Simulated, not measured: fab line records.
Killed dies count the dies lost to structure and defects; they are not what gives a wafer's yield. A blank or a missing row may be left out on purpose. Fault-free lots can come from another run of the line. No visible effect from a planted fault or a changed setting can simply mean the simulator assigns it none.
Which tool did it? || flow berkeleyCmos170 || 14 lots, 42 wafers sampled, at 4 steps of a route of 331

## WHAT THE GAUGES SHOWED, per wafer
UCB170_PWELL_OVL_MEAS_13.
{"lot": "L616", "measured": "day 3 06:38", "on": "overlay-02", "PWELL_OVL (nm)": "-6 -6 -4"}
{"lot": "L617", "measured": "day 3 09:44", "on": "overlay-01", "PWELL_OVL (nm)": "-1 -1 -1"}
{"lot": "L618", "measured": "day 3 17:07", "on": "overlay-02", "PWELL_OVL (nm)": "-1 -1 1"}
{"lot": "L619", "measured": "day 3 17:07", "on": "overlay-01", "PWELL_OVL (nm)": "-5 -3 -6"}
{"lot": "L621", "measured": "day 4 06:25", "on": "overlay-02", "PWELL_OVL (nm)": "4 0 3"}
{"lot": "L620", "measured": "day 4 06:38", "on": "overlay-01", "PWELL_OVL (nm)": "-2 -6 -7"}
{"lot": "L622", "measured": "day 4 15:13", "on": "overlay-02", "PWELL_OVL (nm)": "-3 -6 -5"}
{"lot": "L629", "measured": "day 6 00:56", "on": "overlay-01", "PWELL_OVL (nm)": "2 3 1"}
{"lot": "L631", "measured": "day 6 08:40", "on": "overlay-01", "PWELL_OVL (nm)": "-1 -3 1"}
{"lot": "L632", "measured": "day 6 15:11", "on": "overlay-01", "PWELL_OVL (nm)": "-7 -10 -6"}
{"lot": "L633", "measured": "day 6 22:44", "on": "overlay-01", "PWELL_OVL (nm)": "-2 1 0"}
{"lot": "L634", "measured": "day 7 08:03", "on": "overlay-01", "PWELL_OVL (nm)": "-7 -8 -7"}
{"lot": "L636", "measured": "day 7 14:58", "on": "overlay-01", "PWELL_OVL (nm)": "-7 -3 -6"}
{"lot": "L637", "measured": "day 8 00:38", "on": "overlay-01", "PWELL_OVL (nm)": "11 1 4"}

UCB170_WELLDRIVE_THK_MEAS_02.
{"lot": "L616", "measured": "day 3 16:31", "on": "filmMetro-04", "WELLDRIVE_OXIDE_THK (nm)": "203 202 203"}
{"lot": "L617", "measured": "day 4 00:16", "on": "filmMetro-01", "WELLDRIVE_OXIDE_THK (nm)": "199 200 202"}
{"lot": "L618", "measured": "day 4 04:58", "on": "filmMetro-02", "WELLDRIVE_OXIDE_THK (nm)": "199 199 200"}
{"lot": "L619", "measured": "day 4 04:55", "on": "filmMetro-02", "WELLDRIVE_OXIDE_THK (nm)": "196 199 198"}
{"lot": "L621", "measured": "day 4 16:35", "on": "filmMetro-01", "WELLDRIVE_OXIDE_THK (nm)": "175 175 175"}
{"lot": "L620", "measured": "day 4 16:36", "on": "filmMetro-02", "WELLDRIVE_OXIDE_THK (nm)": "175 180 174"}
{"lot": "L622", "measured": "day 5 02:04", "on": "filmMetro-01", "WELLDRIVE_OXIDE_THK (nm)": "210 208 202"}
{"lot": "L629", "measured": "day 6 12:40", "on": "filmMetro-01", "WELLDRIVE_OXIDE_THK (nm)": "201 200 201"}
{"lot": "L631", "measured": "day 6 20:16", "on": "filmMetro-02", "WELLDRIVE_OXIDE_THK (nm)": "201 198 199"}
{"lot": "L632", "measured": "day 7 03:26", "on": "filmMetro-01", "WELLDRIVE_OXIDE_THK (nm)": "203 200 201"}
{"lot": "L633", "measured": "day 7 11:05", "on": "filmMetro-02", "WELLDRIVE_OXIDE_THK (nm)": "192 196 195"}
{"lot": "L634", "measured": "day 7 20:14", "on": "filmMetro-01", "WELLDRIVE_OXIDE_THK (nm)": "197 199 199"}
{"lot": "L636", "measured": "day 8 02:46", "on": "filmMetro-02", "WELLDRIVE_OXIDE_THK (nm)": "204 204 205"}
{"lot": "L637", "measured": "day 8 16:01", "on": "filmMetro-01", "WELLDRIVE_OXIDE_THK (nm)": "196 194 197"}

UCB170_ACTIVE_CD_MEAS_13 targets a cd of 1200 nm.
{"lot": "L616", "measured": "day 4 13:24", "on": "cdSem-02", "cdNm (nm)": "1202.1 1200.4 1200.7"}
{"lot": "L617", "measured": "day 4 17:36", "on": "cdSem-01", "cdNm (nm)": "1201.5 1201.1 1202.4"}
{"lot": "L618", "measured": "day 4 18:41", "on": "cdSem-01", "cdNm (nm)": "1198.2 1198.2 1198.0"}
{"lot": "L619", "measured": "day 4 18:56", "on": "cdSem-02", "cdNm (nm)": "1199.5 1199.3 1200.6"}
{"lot": "L621", "measured": "day 5 08:07", "on": "cdSem-01", "cdNm (nm)": "1199.0 1200.4 1200.1"}
{"lot": "L620", "measured": "day 5 08:19", "on": "cdSem-01", "cdNm (nm)": "1199.8 1199.2 1198.9"}
{"lot": "L622", "measured": "day 5 18:15", "on": "cdSem-02", "cdNm (nm)": "1201.2 1200.5 1201.2"}
{"lot": "L629", "measured": "day 7 09:19", "on": "cdSem-01", "cdNm (nm)": "1201.6 1203.2 1202.5"}
{"lot": "L631", "measured": "day 7 18:44", "on": "cdSem-02", "cdNm (nm)": "1199.8 1199.0 1200.3"}
{"lot": "L632", "measured": "day 8 01:26", "on": "cdSem-02", "cdNm (nm)": "1200.7 1200.5 1201.2"}
{"lot": "L633", "measured": "day 8 10:55", "on": "cdSem-01", "cdNm (nm)": "1200.3 1201.1 1200.0"}
{"lot": "L634", "measured": "day 8 16:21", "on": "cdSem-01", "cdNm (nm)": "1200.3 1200.0 1201.8"}
{"lot": "L636", "measured": "day 8 23:08", "on": "cdSem-02", "cdNm (nm)": "1198.5 1198.8 1199.2"}
{"lot": "L637", "measured": "day 9 12:54", "on": "cdSem-01", "cdNm (nm)": "1200.2 1200.0 1200.2"}

## EACH LOT AND THE TOOL THAT RAN IT (in order: tool; ch and the chambers of the sampled wafers; start)
{"lot": "L616", "UCB170_WELLDRIVE_OXIDATION_01": "furnace-03 ch 0, day 3 13:01"}
{"lot": "L617", "UCB170_WELLDRIVE_OXIDATION_01": "furnace-03 ch 0, day 3 20:46"}
{"lot": "L618", "UCB170_WELLDRIVE_OXIDATION_01": "furnace-02 ch 0, day 4 01:25"}
{"lot": "L619", "UCB170_WELLDRIVE_OXIDATION_01": "furnace-02 ch 0, day 4 01:25"}
{"lot": "L621", "UCB170_WELLDRIVE_OXIDATION_01": "furnace-02 ch 0, day 4 13:05"}
{"lot": "L620", "UCB170_WELLDRIVE_OXIDATION_01": "furnace-02 ch 0, day 4 13:05"}
{"lot": "L622", "UCB170_WELLDRIVE_OXIDATION_01": "furnace-01 ch 0, day 4 22:33"}
{"lot": "L629", "UCB170_WELLDRIVE_OXIDATION_01": "furnace-01 ch 0, day 6 09:10"}
{"lot": "L631", "UCB170_WELLDRIVE_OXIDATION_01": "furnace-01 ch 0, day 6 16:46"}
{"lot": "L632", "UCB170_WELLDRIVE_OXIDATION_01": "furnace-03 ch 0, day 6 23:55"}
{"lot": "L633", "UCB170_WELLDRIVE_OXIDATION_01": "furnace-03 ch 0, day 7 07:35"}
{"lot": "L634", "UCB170_WELLDRIVE_OXIDATION_01": "furnace-03 ch 0, day 7 16:44"}
{"lot": "L636", "UCB170_WELLDRIVE_OXIDATION_01": "furnace-03 ch 0, day 7 23:14"}
{"lot": "L637", "UCB170_WELLDRIVE_OXIDATION_01": "furnace-02 ch 0, day 8 12:29"}
- UCB170_WELLDRIVE_OXIDATION_01: target thk 199 nm, ox time 9000 s.

## WHAT THE TOOLS THEMSELVES READ (means of the sampled wafers that have a number; where no wafer has one, the mark that the record gives instead)
UCB170_WELLDRIVE_OXIDATION_01.
{"lot": "L616", "tool": "furnace-03", "spikeTcCentreC (C)": 1102.1, "spikeTcLoadC (C)": 1128.6, "spikeTcSourceC (C)": 1128.8, "tubeCenterTempC (C)": 1100, "tube_center_temp_C_max": 1102.6}
{"lot": "L617", "tool": "furnace-03", "spikeTcCentreC (C)": 1103.2, "spikeTcLoadC (C)": 1129.6, "spikeTcSourceC (C)": 1128.7, "tubeCenterTempC (C)": 1100, "tube_center_temp_C_max": 1102.9}
{"lot": "L618", "tool": "furnace-02", "spikeTcCentreC (C)": 1101.9, "spikeTcLoadC (C)": 1126.4, "spikeTcSourceC (C)": 1130.0, "tubeCenterTempC (C)": 1100, "tube_center_temp_C_max": 1102.7}
{"lot": "L619", "tool": "furnace-02", "spikeTcCentreC (C)": 1100.8, "spikeTcLoadC (C)": 1126.7, "spikeTcSourceC (C)": 1128.8, "tubeCenterTempC (C)": 1100, "tube_center_temp_C_max": 1103.2}
{"lot": "L621", "tool": "furnace-02", "spikeTcCentreC (C)": 1080.9, "spikeTcLoadC (C)": 1105.7, "spikeTcSourceC (C)": 1108.9, "tubeCenterTempC (C)": 1080, "tube_center_temp_C_max": 1082.7}
{"lot": "L620", "tool": "furnace-02", "spikeTcCentreC (C)": 1080.7, "spikeTcLoadC (C)": 1106.9, "spikeTcSourceC (C)": 1107.9, "tubeCenterTempC (C)": 1080, "tube_center_temp_C_max": 1082.5}
{"lot": "L622", "tool": "furnace-01", "spikeTcCentreC (C)": 1103.3, "spikeTcLoadC (C)": 1127.0, "spikeTcSourceC (C)": 1123.8, "tubeCenterTempC (C)": 1100, "tube_center_temp_C_max": 1102.5}
{"lot": "L629", "tool": "furnace-01", "spikeTcCentreC (C)": 1103.1, "spikeTcLoadC (C)": 1125.8, "spikeTcSourceC (C)": 1124.2, "tubeCenterTempC (C)": 1100, "tube_center_temp_C_max": 1103.0}
{"lot": "L631", "tool": "furnace-01", "spikeTcCentreC (C)": 1103.2, "spikeTcLoadC (C)": 1126.9, "spikeTcSourceC (C)": 1124.1, "tubeCenterTempC (C)": 1100, "tube_center_temp_C_max": 1102.5}
{"lot": "L632", "tool": "furnace-03", "spikeTcCentreC (C)": 1102.6, "spikeTcLoadC (C)": 1128.6, "spikeTcSourceC (C)": 1128.2, "tubeCenterTempC (C)": 1100, "tube_center_temp_C_max": 1102.8}
{"lot": "L633", "tool": "furnace-03", "spikeTcCentreC (C)": 1103.3, "spikeTcLoadC (C)": 1128.9, "spikeTcSourceC (C)": 1127.8, "tubeCenterTempC (C)": 1100, "tube_center_temp_C_max": 1102.9}
{"lot": "L634", "tool": "furnace-03", "spikeTcCentreC (C)": 1102.3, "spikeTcLoadC (C)": 1129.9, "spikeTcSourceC (C)": 1127.4, "tubeCenterTempC (C)": 1100, "tube_center_temp_C_max": 1102.9}
{"lot": "L636", "tool": "furnace-03", "spikeTcCentreC (C)": 1102.9, "spikeTcLoadC (C)": 1130.4, "spikeTcSourceC (C)": 1126.8, "tubeCenterTempC (C)": 1100, "tube_center_temp_C_max": 1102.9}
{"lot": "L637", "tool": "furnace-02", "spikeTcCentreC (C)": 1102.3, "spikeTcLoadC (C)": 1127.3, "spikeTcSourceC (C)": 1128.9, "tubeCenterTempC (C)": 1100, "tube_center_temp_C_max": 1103.0}

## THE ANSWER, worked out from the rows above alone
Rule: what is usual is taken from the lots themselves. The widest of any qualifying gaps counts: lots, ordered by their means at a reading, are off when they make up no more than a third of the lots, leave a main group of 4 or more, and stand apart from it by 3 or more times the standard deviation of that group's means. The tables above print the reading to a certain number of digits; a main group whose means all agree to those digits is not used. Also off: a lot with no number at a reading for which 4 or more lots have one. Where the step has rows for the other lots, those lots are counted as sound. Order of review: gauges by route order, followed by the tools' own readings, for which a lot's mean as printed above is used. The first step at which some lot is off is used, and at that step the reading that is off furthest; a lot without a number counts as furthest.
Off: L621, L620, seen at UCB170_WELLDRIVE_THK_MEAS_02 (WELLDRIVE_OXIDE_THK). The main group has a mean of 200 nm with a standard deviation of 3.3.
A tool fits if, at a process step before that reading, it ran every lot that is off, and no sound lot after the first of them. The gauges at UCB170_WELLDRIVE_THK_MEAS_02 aren't tried: what is off there is off at UCB170_WELLDRIVE_OXIDATION_01 too, on other tools, and a gauge's error can't cause that. Not one of the candidates tried fits.

## WHAT HAD BEEN PUT IN BY THE SIMULATOR
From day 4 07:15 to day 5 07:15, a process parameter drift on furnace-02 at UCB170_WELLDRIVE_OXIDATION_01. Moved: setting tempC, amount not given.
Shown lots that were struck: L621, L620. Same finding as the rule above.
